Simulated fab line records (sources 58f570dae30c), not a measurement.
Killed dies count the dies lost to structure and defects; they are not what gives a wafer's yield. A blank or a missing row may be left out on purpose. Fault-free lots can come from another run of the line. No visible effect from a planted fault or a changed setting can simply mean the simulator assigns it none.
Which tool did it? -- flow berkeleyCmos170 -- 14 lots with 42 wafers sampled at 2 steps, on a route of 331 steps

== WHAT EACH GAUGE READ, for each wafer ==
UCB170_PWELL_OVL_MEAS_13.
lot,measured,on,PWELL_OVL (nm)
L719,day 3 09:12,overlay-02,1 0 0
L720,day 3 19:03,overlay-02,3 2 6
L721,day 3 18:46,overlay-02,3 7 0
L722,day 4 03:56,overlay-02,3 3 3
L723,day 4 03:47,overlay-02,0 -3 -4
L724,day 4 21:33,overlay-01,1 -3 -3
L726,day 4 21:17,overlay-02,8 6 3
L727,day 4 22:07,overlay-01,6 4 7
L728,day 5 06:08,overlay-01,2 2 1
L732,day 6 08:14,overlay-02,0 7 7
L733,day 6 08:57,overlay-01,0 2 0
L738,day 7 11:15,overlay-01,2 2 5
L739,day 8 00:09,overlay-01,5 10 11
L741,day 8 00:04,overlay-02,1 4 4

== WHICH TOOL RAN EACH LOT (tool, then ch and the chambers of the sampled wafers, then the start) ==
lot,UCB170_ZERO_STRIP_07
L719,"plasmaAsher-04 ch 0,1, day 1 23:05"
L720,"plasmaAsher-01 ch 0,1, day 2 05:22"
L721,"plasmaAsher-03 ch 0,1, day 2 05:38"
L722,"plasmaAsher-01 ch 0,1, day 2 13:34"
L723,"plasmaAsher-03 ch 0, day 2 16:02"
L724,"plasmaAsher-04 ch 0,1, day 3 01:05"
L726,"plasmaAsher-03 ch 0,1, day 3 09:46"
L727,"plasmaAsher-01 ch 0,1, day 3 15:07"
L728,"plasmaAsher-03 ch 0,1, day 3 19:21"
L732,"plasmaAsher-04 ch 0,1, day 4 19:06"
L733,"plasmaAsher-03 ch 0,1, day 4 19:08"
L738,"plasmaAsher-03 ch 0,1, day 6 01:22"
L739,"plasmaAsher-01 ch 0,1, day 6 05:46"
L741,"plasmaAsher-01 ch 0,1, day 6 10:19"
- UCB170_ZERO_STRIP_07: strips in O2.

== WHAT THE TOOLS THEMSELVES READ (means of the sampled wafers that have a number; where no wafer has one, the mark that the record gives instead) ==
UCB170_ZERO_STRIP_07.
lot,tool,drypumpMotorCurrentA (A),o2FlowSccm (sccm),oesProductAu (a.u.),stripTimeToEndpointS (s)
L719,plasmaAsher-04,5.9,400.0,0.724,21.45
L720,plasmaAsher-01,6.0,400.8,0.726,21.55
L721,plasmaAsher-03,5.1,400.1,0.730,21.53
L722,plasmaAsher-01,6.0,400.5,0.730,21.48
L723,plasmaAsher-03,4.8,399.5,0.724,21.44
L724,plasmaAsher-04,5.9,400.2,0.721,21.48
L726,plasmaAsher-03,5.3,399.2,0.723,21.48
L727,plasmaAsher-01,6.0,400.3,0.725,21.53
L728,plasmaAsher-03,5.1,399.0,0.729,21.51
L732,plasmaAsher-04,5.9,401.0,0.732,21.50
L733,plasmaAsher-03,5.1,320.0,0.709,22.19
L738,plasmaAsher-03,5.1,319.5,0.710,22.21
L739,plasmaAsher-01,6.0,400.7,0.726,21.50
L741,plasmaAsher-01,6.0,399.8,0.723,21.46

== THE ANSWER, worked out from the rows above alone ==
Rule: what is usual is taken from the lots themselves. The widest of any qualifying gaps counts: lots, ordered by their means at a reading, are off when they make up no more than a third of the lots, leave a main group of 4 or more, and stand apart from it by 3 or more times the standard deviation of that group's means. A main group is skipped when, at the precision printed for the reading in the tables above, its means are all equal. Also off: a lot with no number at a reading for which 4 or more lots have one. Where the step has rows for the other lots, those lots are counted as sound. First the gauges in route order, then the tools' own readings, where a lot's mean is used as printed above. At the first step where some lot is off, the reading lying furthest off is the one used; lots without a number count as furthest.
Off: L733, L738, at UCB170_ZERO_STRIP_07 (o2FlowSccm). Main group: mean 400.1 sccm, sd 0.6.
If a tool, at that step or one of the process steps before it, ran each lot that is off and ran no sound lot following the first of them, it fits. One fits: UCB170_ZERO_STRIP_07 on plasmaAsher-03. Its last sound lot is L728 (day 3 19:21), its first lot that is off L733 (day 4 19:08): a fault that began between those two fits.
The tool's own readings at UCB170_ZERO_STRIP_07 bear it out: on the lots that are off they differ by more than 5 times the standard deviation of the sound lots' means. o2FlowSccm reads 319.8 sccm there against 400.1 sccm on the sound lots; oesProductAu reads 0.710 a.u. there against 0.726 a.u. on the sound lots; stripTimeToEndpointS reads 22.20 s there against 21.49 s on the sound lots.

== WHAT THE SIMULATOR HAD PUT IN ==
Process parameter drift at UCB170_ZERO_STRIP_07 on plasmaAsher-03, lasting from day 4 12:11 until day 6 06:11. The setting o2FlowSccm was moved by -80, starting from 400. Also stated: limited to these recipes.
Lots struck among those shown: L733, L738. The rule given above showed the same thing.
